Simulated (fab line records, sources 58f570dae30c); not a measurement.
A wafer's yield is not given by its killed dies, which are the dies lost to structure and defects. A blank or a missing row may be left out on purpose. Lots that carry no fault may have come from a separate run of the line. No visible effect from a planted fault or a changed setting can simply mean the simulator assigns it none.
Split-lot experiment ; flow berkeley-cmos170 ; 23 wafers read from 5 lots, route of 331 steps

THE SPLIT
At UCB170_V2_CVD_00 (deposits SiO2 from TEOS/O2, target thk 2000 nm, time 250 s), the setting time-s was moved away from the recipe's 250 s on 8 of the 23 wafers read, by -9.3% to +4.8%. The other wafers ran this setting at the recipe's value.

There is no step in the file separating the split from the reading.

THE READING
V2_TEOS_THK at UCB170_V2_THK_MEAS_01, in nm. Typical for fault-free wafers on this fab line: 2009 nm, with standard deviation 32 nm.

wafer;tool, chamber at the split;time-s as run, s;against the recipe;V2_TEOS_THK, nm;against lot-mates on the recipe
L074.1;pecvd-04, 0;250;recipe;2007;-
L074.2;pecvd-04, 1;250;recipe;1994;-
L074.3;pecvd-04, 2;250;recipe;1992;-
L074.4;pecvd-04, 2;250;recipe;2019;-
L074.6;pecvd-04, 0;250;recipe;2051;-
L077.1;pecvd-03, 0;262.1;+4.8%;2068;+65
L077.2;pecvd-03, 2;262.1;+4.8%;2052;+49
L077.3;pecvd-03, 1;262.1;+4.8%;2056;+53
L077.4;pecvd-03, 0;250;recipe;2001;-
L077.6;pecvd-03, 2;250;recipe;2005;-
L082.1;pecvd-03, 2;250;recipe;1961;-
L082.2;pecvd-03, 0;250;recipe;1977;-
L082.3;pecvd-03, 1;235.3;-5.9%;1890;-80
L082.4;pecvd-03, 2;250;recipe;1973;-
L082.5;pecvd-03, 0;235.3;-5.9%;1865;-105
L083.1;pecvd-03, 2;226.8;-9.3%;1758;-250
L083.2;pecvd-03, 0;226.8;-9.3%;1786;-222
L083.3;pecvd-03, 0;226.8;-9.3%;1811;-197
L083.4;pecvd-03, 2;250;recipe;2003;-
L083.6;pecvd-03, 2;250;recipe;2013;-
L085.1;pecvd-01, 2;250;recipe;1946;-
L085.3;pecvd-01, 1;250;recipe;1998;-
L085.5;pecvd-01, 1;250;recipe;2023;-

FIT RESULTS
A straight line over all 23 wafers: V2_TEOS_THK changes by +20.1 nm for each +1% of time-s; r = +0.95; the points scatter about the line by 27 nm.
The same after taking each lot's own level away (the mean of its wafers on the recipe; 23 wafers): +19.9 nm for each +1%; r = +0.95; scatter 28 nm.
That fit puts the effect of the largest move of time-s on the reading at 1.8e+02 nm.
Across the lots, their own levels run from 1970.3 to 2012.6 nm, a range of 1.3 times the standard deviation given above.
The two slopes agree, so the slope changes little with the lot-to-lot level.
Check: for one of the wafers moved furthest among these (-9.3%), held out of the fit, the line's prediction against its lot-mates is -176 nm. It came out at -250 nm against them.

OTHER SPLITS APPLIED TO THESE WAFERS
Before the reading, these wafers also passed through other splits. Each is held against what the fit with the lots' levels taken away leaves over:
other split on the same wafers;wafers away from the commonest value;r with V2_TEOS_THK (lot level and that fit taken away)
UCB170_V1_CVD_00 time-s;7;-0.21
UCB170_V1_EXPOSE_09 dose-mj;8;+0.31

THE WHOLE CHAIN: every reading that the file lists as answering this split, in the file's order
step;what it does;reading;change (the file's fit);r (the file's)
UCB170_V2_CVD_00;deposits SiO2 from TEOS/O2, target thk 2000 nm, time 250 s;SiO2_of_V2_CVD_00.thk-nm (the simulator's own value, which no gauge read);+20.1 nm for each +1% of the setting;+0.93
UCB170_V2_THK_MEAS_01;;V2_TEOS_THK;+20 for each +1% of the setting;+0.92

FILE'S OWN FIT
V2_TEOS_THK changes by +20 nm for each +1% of time-s, r = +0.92.
